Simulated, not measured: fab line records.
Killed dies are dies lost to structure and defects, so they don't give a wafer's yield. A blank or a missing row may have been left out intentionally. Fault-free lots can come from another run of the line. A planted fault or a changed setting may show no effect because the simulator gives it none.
A struck lot beside a sound one + flow rit-cmos + 43 steps out of a route of 202
Sound: these wafers, L265.1, L265.2, L265.4. The struck wafers were L274.1, L274.3, L274.5. At the end, the cause is stated.
At each step with rows: each side's tool, then ch and its chambers, then its first start. Under that, the readings that differ: sound wafers + struck wafers + difference of the means + sigmas: that difference in standard deviations of wafers without a fault.
alike: readings whose means differ by less than 2 such deviations, and words and numbers that are the same on both sides. not compared: withheld readings, readings that some wafer has no value for, bounds like >300 that may hide the same value, and numbers for which the record gives no deviation and whose values overlap.
The two part at a step that has a row with sigmas, a row that says differs or no value, or rows on one side only. Numbers that have no deviation but don't overlap get no sigmas and don't part them. A reading that every wafer of one side lacks parts them only if that side has two wafers or more.

first, 4 steps without rows for these wafers: RIT_ACTIVE_SOFTBAKE_07 (time 60 s); RIT_ACTIVE_EXPOSE_08 (exposes mask M1, target cd 1400 nm); RIT_ACTIVE_PEB_09; RIT_ACTIVE_DEVELOP_10 (develop time 50 s).
RIT_ACTIVE_CD_MEAS_11 targets a cd of 1400 nm.
  sound on cd-sem-02, day 1 15:39; struck on cd-sem-01, day 3 14:47
  alike: cd-nm
then, 1 step without rows for these wafers: RIT_ACTIVE_HARDBAKE_12 (time 60 s).
RIT_ACTIVE_ETCH_13: etches Si3N4 in SF6, stops on SiO2, time 210 s, target depth 210 nm.
  sound on rie-diel-02 ch 1,2,3, day 1 15:55; struck on rie-diel-02 ch 2,3, day 3 15:03
  alike: drypump-motor-current-A, oes-product-au, throttle-valve-pct
  not compared: rf-hours-counter-h
RIT_ACTIVE_STRIP_14: strips in O2, time 180 s.
  sound on plasma-asher-03 ch 0,1, day 1 16:03; struck on plasma-asher-04 ch 0, day 3 15:11
  alike: drypump-motor-current-A
  not compared: rf-hours-counter-h
RIT_ACTIVE_CD_MEAS_90 targets a cd of 1400 nm.
  sound on cd-sem-01, day 1 16:14; struck on cd-sem-01, day 3 15:22
  alike: cd-nm
then, 3 steps without rows for these wafers: RIT_ACTIVE_CLEAN_15 (cleans in SC1, time 600 s); RIT_ACTIVE_CLEAN_16 (cleans in dHF, time 30 s); RIT_ACTIVE_CLEAN_17 (cleans in SC2, time 600 s).
RIT_FOX1_OXIDATION_00: target thk 350.7 nm, ox time 1130 s.
  sound on furnace-04 ch 0, day 1 20:15; struck on furnace-04 ch 0, day 3 19:13
  alike: zone-power-centre-pct, zone-power-load-pct
RIT_FOX1_THK_MEAS_01:
  sound on film-metro-04, day 1 21:34; struck on film-metro-03, day 3 20:31
| reading             | sound       | struck      | difference | sigmas |
|---------------------|-------------|-------------|------------|--------|
| FOX1_OXIDE_THK (nm) | 365 361 358 | 344 340 343 | -19        | -3     |
then, 2 steps without rows for these wafers: RIT_FOX1_WET_ETCH_02 (etches SiO2 in BOE, target depth 350 nm, time 390 s); RIT_FOX2_OXIDATION_00 (target thk 350.7 nm, ox time 1130 s).
RIT_FOX2_THK_MEAS_01:
  sound on film-metro-04, day 2 00:49; struck on film-metro-03, day 3 23:32
  alike: FOX2_OXIDE_THK
then, 2 steps without rows for these wafers: RIT_FOX2_CLEAN_02 (cleans in dHF, time 180 s); RIT_FOX2_WET_ETCH_03 (etches Si3N4 in H3PO4, target depth 195 nm, time 2700 s).
RIT_FOX2_THK_MEAS_90:
  sound on film-metro-02, day 2 01:45; struck on film-metro-03, day 4 00:24
  alike: FIELD_OXIDE_LEFT_1_THK
then, 6 steps without rows for these wafers: RIT_NWELL_HMDS_00 (prime time 60 s); RIT_NWELL_COAT_01 (resist thk 1300 nm); RIT_NWELL_SOFTBAKE_02 (time 60 s); RIT_NWELL_EXPOSE_03 (exposes mask M2, target cd 43900 nm); RIT_NWELL_PEB_04; RIT_NWELL_DEVELOP_05 (develop time 68 s).
RIT_NWELL_OVL_MEAS_06:
  sound on overlay-01, day 2 03:02; struck on overlay-02, day 4 01:35
  alike: NWELL_OVL
then, 2 steps without rows for these wafers: RIT_NWELL_HARDBAKE_07 (time 120 s); RIT_NWELL_IMPLANT_08.
RIT_NWELL_STRIP_09: strips in O2, time 180 s.
  sound on plasma-asher-01 ch 0,1, day 2 03:49; struck on plasma-asher-01 ch 0,1, day 4 02:14
  alike: drypump-motor-current-A
  not compared: rf-hours-counter-h
RIT_NWELL_TW_MEAS_10:
  sound on film-metro-03, day 2 03:59; struck on film-metro-02, day 4 02:25
  alike: NWELL_TW
then, 6 steps without rows for these wafers: RIT_PWELL_HMDS_00 (prime time 60 s); RIT_PWELL_COAT_01 (resist thk 1300 nm); RIT_PWELL_SOFTBAKE_02 (time 60 s); RIT_PWELL_EXPOSE_03 (exposes mask M3, target cd 43700 nm); RIT_PWELL_PEB_04; RIT_PWELL_DEVELOP_05 (develop time 68 s).
RIT_PWELL_OVL_MEAS_06:
  sound on overlay-02, day 2 04:56; struck on overlay-02, day 4 03:35
  alike: PWELL_OVL
then, 2 steps without rows for these wafers: RIT_PWELL_HARDBAKE_07 (time 120 s); RIT_PWELL_IMPLANT_08.
RIT_PWELL_STRIP_09: strips in O2, time 180 s.
  sound on plasma-asher-03 ch 0,1, day 2 05:22; struck on plasma-asher-03 ch 0,1, day 4 04:14
  alike: drypump-motor-current-A
  not compared: rf-hours-counter-h
RIT_PWELL_TW_MEAS_10:
  sound on film-metro-02, day 2 05:33; struck on film-metro-01, day 4 04:25
  alike: PWELL_TW
RIT_M1_PROBE_99:
  sound on prober-01, day 3 21:31; struck on prober-01, day 5 17:28
| reading             | sound  | struck   | difference | sigmas |
|---------------------|--------|----------|------------|--------|
| killed-at-front-end | 7 10 7 | 65 60 65 | +55        | +20    |
| killed-dies         | 8 10 7 | 65 60 65 | +55        | +20    |
| killed-on-rim       | 3 3 0  | 21 13 15 | +14        | +11    |
  alike: killed_at_M0_to_M3, killed-at-contacts, killed-open, killed-short

== WHERE THEY PART ==
Earliest at RIT_FOX1_THK_MEAS_01; latest, in this record, at RIT_M1_PROBE_99.

WHY: what had been put in by the simulator
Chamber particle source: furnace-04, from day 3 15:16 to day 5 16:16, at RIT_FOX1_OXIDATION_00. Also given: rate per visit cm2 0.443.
